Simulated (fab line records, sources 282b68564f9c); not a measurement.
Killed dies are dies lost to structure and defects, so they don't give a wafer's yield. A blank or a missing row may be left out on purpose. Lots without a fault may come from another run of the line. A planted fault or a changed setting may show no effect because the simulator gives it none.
Which tool did it? | flow rit_cmos | 14 lots, 42 wafers sampled, at 1 step of a route of 202

WHAT THE GAUGES READ, wafer by wafer
The record holds no reading of a measuring or inspecting step that can be judged against a usual standard deviation.

WHICH TOOL RAN EACH LOT (tool, then ch and the chambers of the sampled wafers, then the start)
lot  | RIT_PRETRO_IMPLANT_08
L845 | implanter-01 ch 0, day 2 11:59
L846 | implanter-02 ch 0, day 2 18:56
L847 | implanter-01 ch 0, day 2 22:20
L848 | implanter-03 ch 0, day 3 03:42
L849 | implanter-03 ch 0, day 3 08:23
L852 | implanter-01 ch 0, day 4 00:40
L853 | implanter-02 ch 0, day 4 04:44
L854 | implanter-02 ch 0, day 4 10:59
L858 | implanter-03 ch 0, day 5 09:05
L859 | implanter-03 ch 0, day 5 14:26
L862 | implanter-02 ch 0, day 6 06:58
L863 | implanter-03 ch 0, day 6 12:38
L864 | implanter-01 ch 0, day 6 15:43
L866 | implanter-02 ch 0, day 7 01:25
- RIT_PRETRO_IMPLANT_08

WHAT THE TOOLS THEMSELVES READ (means of the sampled wafers that have a number; where no wafer has one, the mark that the record gives instead)
RIT_PRETRO_IMPLANT_08.
lot  | tool         | beam_energy_keV | tilt_deg (degrees)
L845 | implanter-01 | 45.009          | 7.009
L846 | implanter-02 | 45.006          | 7.022
L847 | implanter-01 | 45.000          | 7.003
L848 | implanter-03 | 45.001          | 7.004
L849 | implanter-03 | 44.990          | 7.012
L852 | implanter-01 | 44.987          | 6.978
L853 | implanter-02 | 44.993          | 7.029
L854 | implanter-02 | 45.019          | 6.991
L858 | implanter-03 | 44.999          | 7.010
L859 | implanter-03 | 44.993          | 7.654
L862 | implanter-02 | 44.984          | 7.013
L863 | implanter-03 | 44.991          | 7.641
L864 | implanter-01 | 44.995          | 6.993
L866 | implanter-02 | 45.016          | 6.960

THE ANSWER, worked out from the rows above alone
Rule: what is usual is taken from the lots themselves. Put in order of their means at a reading, lots are off if they are a third of the lots or fewer, leave a main group of 4 or more, and stand apart from it by a gap of 3 or more times the standard deviation of the main group's means; of several such gaps the widest counts. A main group whose means are all the same, to the digits that the tables above print for the reading, isn't used. A lot without any number at a reading at which 4 lots or more have one is off too. The other lots that the step has rows for count as sound. The gauges are gone through in route order, then the tools' own readings, and for those a lot's mean is taken as printed above. The first step at which some lot is off is used, and at that step the reading that is off furthest; a lot without a number counts as furthest.
Off: L859, L863, at RIT_PRETRO_IMPLANT_08 (tilt_deg). The main group: mean 7.002 degrees, standard deviation 0.018.
A tool fits if, at that step or a process step before it, it ran every lot that is off, and no sound lot after the first of them. One fits: implanter-03 at RIT_PRETRO_IMPLANT_08. Its last sound lot is L858 (day 5 09:05), its first lot that is off L859 (day 5 14:26): a fault that began between those two fits.
The tool's own readings at RIT_PRETRO_IMPLANT_08 bear it out: on the lots that are off they differ by more than 5 times the standard deviation of the sound lots' means. tilt_deg reads 7.647 degrees there against 7.002 degrees on the sound lots.

WHAT THE SIMULATOR HAD PUT IN
Process parameter drift: implanter-03, from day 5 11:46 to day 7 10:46, at RIT_PRETRO_IMPLANT_08. Setting tilt_deg, moved by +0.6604, from 7. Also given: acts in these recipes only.
Lots struck among those shown: L859, L863. The rule above found the same.
